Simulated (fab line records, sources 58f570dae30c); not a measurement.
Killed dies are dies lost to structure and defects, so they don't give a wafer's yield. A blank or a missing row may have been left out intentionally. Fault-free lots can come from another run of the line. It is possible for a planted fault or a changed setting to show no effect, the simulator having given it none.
Lot-split experiment / flow berkeley-cmos170 / 5 lots, 23 wafers read, on a route of 331 steps

THE SPLIT
At UCB170_CONTACT_EXPOSE_12 (exposes mask CONT, target cd 700 nm), the setting dose-mj was moved away from the recipe's 35 on 10 of the 23 wafers read, by -7.2% to +4.2%. This setting was run at the recipe's value on the other wafers.

FROM THE SPLIT TO THE READING: what the file shows between them, 6 steps
- UCB170_CONTACT_PEB_13
- UCB170_CONTACT_DEVELOP_14: develop time 45 s
- UCB170_CONTACT_CD_MEAS_15: target cd 700 nm
- UCB170_CONTACT_ETCH_17: etches BARC in N2/H2
- UCB170_CONTACT_ETCH_18: etches PSG in CHF3/CF4/Ar, stops on TiSi2, target depth 840 nm, time 195 s (also split here: over-etch-frac)
- UCB170_CONTACT_STRIP_19: strips in O2

THE READING
Shown in nm: cd-nm at UCB170_CONTACT_CD_MEAS_90, with target cd 700 nm. On this fab line, fault-free wafers typically give 699.8 nm with a standard deviation of 1.6 nm.

wafer=L074.1; tool, chamber at the split=krf-scanner-02, 0; dose-mj as run=35.69; against the recipe=+2.0%; cd-nm, nm=701.8; against lot-mates on the recipe=+2.9
wafer=L074.2; tool, chamber at the split=krf-scanner-02, 0; dose-mj as run=35.69; against the recipe=+2.0%; cd-nm, nm=702.9; against lot-mates on the recipe=+4.0
wafer=L074.3; tool, chamber at the split=krf-scanner-02, 0; dose-mj as run=35; against the recipe=recipe; cd-nm, nm=699.4; against lot-mates on the recipe=-
wafer=L074.4; tool, chamber at the split=krf-scanner-02, 0; dose-mj as run=35; against the recipe=recipe; cd-nm, nm=698.4; against lot-mates on the recipe=-
wafer=L074.6; tool, chamber at the split=krf-scanner-02, 0; dose-mj as run=35.69; against the recipe=+2.0%; cd-nm, nm=704.2; against lot-mates on the recipe=+5.3
wafer=L075.1; tool, chamber at the split=krf-scanner-02, 0; dose-mj as run=36.25; against the recipe=+3.6%; cd-nm, nm=704.8; against lot-mates on the recipe=+5.6
wafer=L075.2; tool, chamber at the split=krf-scanner-02, 0; dose-mj as run=36.25; against the recipe=+3.6%; cd-nm, nm=703.4; against lot-mates on the recipe=+4.2
wafer=L075.3; tool, chamber at the split=krf-scanner-02, 0; dose-mj as run=36.25; against the recipe=+3.6%; cd-nm, nm=705.1; against lot-mates on the recipe=+5.9
wafer=L075.4; tool, chamber at the split=krf-scanner-02, 0; dose-mj as run=35; against the recipe=recipe; cd-nm, nm=701.3; against lot-mates on the recipe=-
wafer=L075.5; tool, chamber at the split=krf-scanner-02, 0; dose-mj as run=35; against the recipe=recipe; cd-nm, nm=697.1; against lot-mates on the recipe=-
wafer=L076.1; tool, chamber at the split=krf-scanner-01, 0; dose-mj as run=32.49; against the recipe=-7.2%; cd-nm, nm=685.9; against lot-mates on the recipe=-13.8
wafer=L076.3; tool, chamber at the split=krf-scanner-01, 0; dose-mj as run=35; against the recipe=recipe; cd-nm, nm=698.3; against lot-mates on the recipe=-
wafer=L076.4; tool, chamber at the split=krf-scanner-01, 0; dose-mj as run=35; against the recipe=recipe; cd-nm, nm=700.7; against lot-mates on the recipe=-
wafer=L076.5; tool, chamber at the split=krf-scanner-01, 0; dose-mj as run=32.49; against the recipe=-7.2%; cd-nm, nm=687.1; against lot-mates on the recipe=-12.6
wafer=L076.6; tool, chamber at the split=krf-scanner-01, 0; dose-mj as run=35; against the recipe=recipe; cd-nm, nm=700.1; against lot-mates on the recipe=-
wafer=L082.1; tool, chamber at the split=krf-scanner-01, 0; dose-mj as run=35; against the recipe=recipe; cd-nm, nm=699.9; against lot-mates on the recipe=-
wafer=L082.3; tool, chamber at the split=krf-scanner-01, 0; dose-mj as run=35; against the recipe=recipe; cd-nm, nm=700.0; against lot-mates on the recipe=-
wafer=L082.5; tool, chamber at the split=krf-scanner-01, 0; dose-mj as run=35; against the recipe=recipe; cd-nm, nm=699.6; against lot-mates on the recipe=-
wafer=L083.2; tool, chamber at the split=krf-scanner-01, 0; dose-mj as run=35; against the recipe=recipe; cd-nm, nm=698.8; against lot-mates on the recipe=-
wafer=L083.3; tool, chamber at the split=krf-scanner-01, 0; dose-mj as run=36.48; against the recipe=+4.2%; cd-nm, nm=707.4; against lot-mates on the recipe=+7.8
wafer=L083.4; tool, chamber at the split=krf-scanner-01, 0; dose-mj as run=36.48; against the recipe=+4.2%; cd-nm, nm=704.9; against lot-mates on the recipe=+5.3
wafer=L083.5; tool, chamber at the split=krf-scanner-01, 0; dose-mj as run=35; against the recipe=recipe; cd-nm, nm=698.6; against lot-mates on the recipe=-
wafer=L083.6; tool, chamber at the split=krf-scanner-01, 0; dose-mj as run=35; against the recipe=recipe; cd-nm, nm=701.4; against lot-mates on the recipe=-

FIT RESULTS
A straight line over all 23 wafers: cd-nm changes by +1.69 nm for each +1% of dose-mj; r = +0.97; the points scatter about the line by 1.2 nm.
The same after taking each lot's own level away (the mean of its wafers on the recipe; 23 wafers): +1.73 nm for each +1%; r = +0.97; scatter 1.2 nm.
According to that fit, moving dose-mj by its largest amount changes the reading by 12 nm.
Across the lots, their own levels run from 698.90 to 699.83 nm, a range of 0.6 times the standard deviation given above.
Consequently the slope shifts little with the lot-to-lot level, the two slopes agreeing.
Check: for one of the wafers moved furthest among these (-7.2%), held out of the fit, the line's prediction against its lot-mates is -11.9 nm. It came out at -13.8 nm against them.

OTHER SPLITS APPLIED TO THESE WAFERS
Note: prior to the reading, these wafers also went through further splits. Each is held against what the fit with the lots' levels taken away leaves over:
other split on the same wafers=UCB170_CONTACT_ETCH_18 over-etch-frac; wafers away from the commonest value=7; r with cd-nm (lot level and that fit taken away)=+0.35

THE WHOLE CHAIN: every reading that the file lists as answering this split, in the file's order
step=UCB170_CONTACT_CD_MEAS_15; what it does=target cd 700 nm; reading=cd-nm; change (the file's fit)=+1.8 nm for each +1% of the setting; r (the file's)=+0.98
step=UCB170_CONTACT_ETCH_17; what it does=etches BARC in N2/H2; reading=CONTACT.cd-nm (the simulator's own value, which no gauge read); change (the file's fit)=+1.78 nm for each +1% of the setting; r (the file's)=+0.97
step=UCB170_CONTACT_ETCH_18; what it does=etches PSG in CHF3/CF4/Ar, stops on TiSi2, target depth 840 nm, time 195 s; reading=CONTACT.cd-nm (the simulator's own value, which no gauge read); change (the file's fit)=+1.73 nm for each +1% of the setting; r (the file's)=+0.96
step=UCB170_CONTACT_CD_MEAS_90; what it does=target cd 700 nm; reading=cd-nm; change (the file's fit)=+1.73 nm for each +1% of the setting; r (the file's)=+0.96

FILE'S OWN FIT
cd-nm changes by +1.73 nm for each +1% of dose-mj, r = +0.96.
